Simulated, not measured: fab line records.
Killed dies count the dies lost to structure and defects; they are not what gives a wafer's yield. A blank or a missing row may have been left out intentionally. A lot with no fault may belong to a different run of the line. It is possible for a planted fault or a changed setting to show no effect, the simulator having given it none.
Lot-split experiment ; flow rit_cmos ; 5 lots, 23 wafers read, on a route of 202 steps

== THE SPLIT ITSELF ==
At RIT_CONTACT_ETCH_11 (etches SiO2 in CHF3/CF4/Ar, stops on TiSi2, target depth 480 nm, time 320 s), the setting time_s was moved away from the recipe's 320 s on 8 of the 23 wafers read, by -12.9% to +12.6%. For the rest of the wafers, this setting stayed at what the recipe calls for.

The reading is taken at the split's own step.

== THE READING ==
NOVOLAK_of_CONTACT_COAT_03.thk_nm (the simulator's own value, which no gauge read), in nm, at RIT_CONTACT_ETCH_11 (etches SiO2 in CHF3/CF4/Ar, stops on TiSi2, target depth 480 nm, time 320 s). No usual value for it is given in the file. Across the 15 wafers here that went through the recipe, the average is 768.0 nm and the standard deviation 2.9 nm.

wafer;tool, chamber at the split;time_s as run, s;against the recipe;NOVOLAK_of_CONTACT_COAT_03.thk_nm, nm;against lot-mates on the recipe
L075.2;rie_diel-03, 3;320;recipe;769.3;-
L075.3;rie_diel-03, 0;320;recipe;764.3;-
L075.4;rie_diel-03, 2;320;recipe;767.7;-
L075.5;rie_diel-03, 1;320;recipe;772.2;-
L075.6;rie_diel-03, 2;320;recipe;765;-
L078.1;rie_diel-02, 3;320;recipe;764.4;-
L078.2;rie_diel-02, 1;278.8;-12.9%;779.6;+14.6
L078.3;rie_diel-02, 0;278.8;-12.9%;778.6;+13.6
L078.5;rie_diel-02, 3;278.8;-12.9%;776;+11.0
L078.6;rie_diel-02, 2;320;recipe;765.6;-
L079.1;rie_diel-01, 0;320;recipe;770.7;-
L079.2;rie_diel-01, 2;360.3;+12.6%;760.1;-11.6
L079.3;rie_diel-01, 1;360.3;+12.6%;756.1;-15.6
L079.4;rie_diel-01, 0;320;recipe;772.8;-
L079.6;rie_diel-01, 1;360.3;+12.6%;757.8;-14.0
L082.1;rie_diel-03, 2;320;recipe;765.3;-
L082.2;rie_diel-03, 3;320;recipe;768.2;-
L082.3;rie_diel-03, 0;320;recipe;764.1;-
L084.1;rie_diel-01, 3;290.2;-9.3%;778.7;+8.7
L084.2;rie_diel-01, 1;320;recipe;768.9;-
L084.3;rie_diel-01, 2;320;recipe;771.1;-
L084.4;rie_diel-01, 0;290.2;-9.3%;781.8;+11.8
L084.6;rie_diel-01, 1;320;recipe;770.1;-

FIT RESULTS
A straight line over all 23 wafers: NOVOLAK_of_CONTACT_COAT_03.thk_nm changes by -0.862 nm for each +1% of time_s; r = -0.90; the points scatter about the line by 3 nm.
The same after taking each lot's own level away (the mean of its wafers on the recipe; 23 wafers): -1.06 nm for each +1%; r = -0.97; scatter 1.9 nm.
The reading moves by 14 nm for the largest change in time_s, on that fit.
The span of the lots' own levels, 765.00 to 771.75 nm, comes to 2.3 times the standard deviation stated above.
So the lot-to-lot level changes the slope: the two fits differ.
Check: with one of the wafers moved furthest among these (-12.9%) left out of the fit, the line predicts +13.3 nm for it against its lot-mates. It came out at +14.6 nm against them.

== THESE WAFERS: OTHER SPLITS ==
Other splits were also applied to these wafers ahead of the reading. Each is held against what the fit with the lots' levels taken away leaves over:
other split on the same wafers;wafers away from the commonest value;r with NOVOLAK_of_CONTACT_COAT_03.thk_nm (lot level and that fit taken away)
RIT_PLDD_COAT_01 resist_thk_nm;8;-0.24
RIT_SDANNEAL_RTA_03 time_s;10;-0.06
RIT_SILICIDE_SPUTTER_01 time_s;4;+0.46

== THE FILE'S OWN FIT ==
NOVOLAK_of_CONTACT_COAT_03.thk_nm changes by -1.06 nm for each +1% of time_s, r = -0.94.
